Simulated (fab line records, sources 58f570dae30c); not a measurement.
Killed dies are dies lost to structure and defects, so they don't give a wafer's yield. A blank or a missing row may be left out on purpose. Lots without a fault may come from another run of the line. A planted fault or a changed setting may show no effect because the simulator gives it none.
Which tool did it? | flow berkeley_cmos170 | 7 lots, 21 wafers sampled, at 2 steps of a route of 331

WHAT THE GAUGES READ, wafer by wafer
UCB170_GATE_THK_MEAS_05.
lot  | measured     | on            | GATE_POLY_THK (nm)
L613 | day 7 12:53  | film_metro-02 | 212.3 212.1 212.6
L616 | day 8 05:26  | film_metro-03 | 218.0 216.5 217.5
L617 | day 8 05:23  | film_metro-03 | 216.6 215.7 215.6
L619 | day 8 17:10  | film_metro-03 | 212.6 214.2 213.4
L622 | day 9 07:32  | film_metro-01 | 216.2 217.0 217.7
L629 | day 11 00:08 | film_metro-02 | 252.3 255.3 251.0
L635 | day 12 06:41 | film_metro-02 | 213.7 213.9 212.9

WHICH TOOL RAN EACH LOT (tool, then ch and the chambers of the sampled wafers, then the start)
lot  | UCB170_GATE_CVD_04
L613 | lpcvd-01 ch 1, day 7 11:29
L616 | lpcvd-02 ch 0, day 8 03:59
L617 | lpcvd-02 ch 1, day 8 03:59
L619 | lpcvd-02 ch 0, day 8 15:46
L622 | lpcvd-02 ch 0, day 9 06:07
L629 | lpcvd-02 ch 0, day 10 22:44
L635 | lpcvd-02 ch 1, day 12 04:31
- UCB170_GATE_CVD_04: deposits poly-Si from SiH4, time 1440 s, target thk 214 nm.

THE ANSWER, worked out from the rows above alone
Rule: what is usual is taken from the lots themselves. Put in order of their means at a reading, lots are off if they are a third of the lots or fewer, leave a main group of 4 or more, and stand apart from it by a gap of 3 or more times the standard deviation of the main group's means; of several such gaps the widest counts. A main group whose means are all the same, to the digits that the tables above print for the reading, isn't used. A lot without any number at a reading at which 4 lots or more have one is off too. The other lots that the step has rows for count as sound.
Off: L629, at UCB170_GATE_THK_MEAS_05 (GATE_POLY_THK). The main group: mean 214.9 nm, standard deviation 1.9.
A tool fits if, at a process step before that reading, it ran every lot that is off, and no sound lot after the first of them. The gauges at UCB170_GATE_THK_MEAS_05 are tried like those tools. None of those tried fits.

WHAT THE SIMULATOR HAD PUT IN
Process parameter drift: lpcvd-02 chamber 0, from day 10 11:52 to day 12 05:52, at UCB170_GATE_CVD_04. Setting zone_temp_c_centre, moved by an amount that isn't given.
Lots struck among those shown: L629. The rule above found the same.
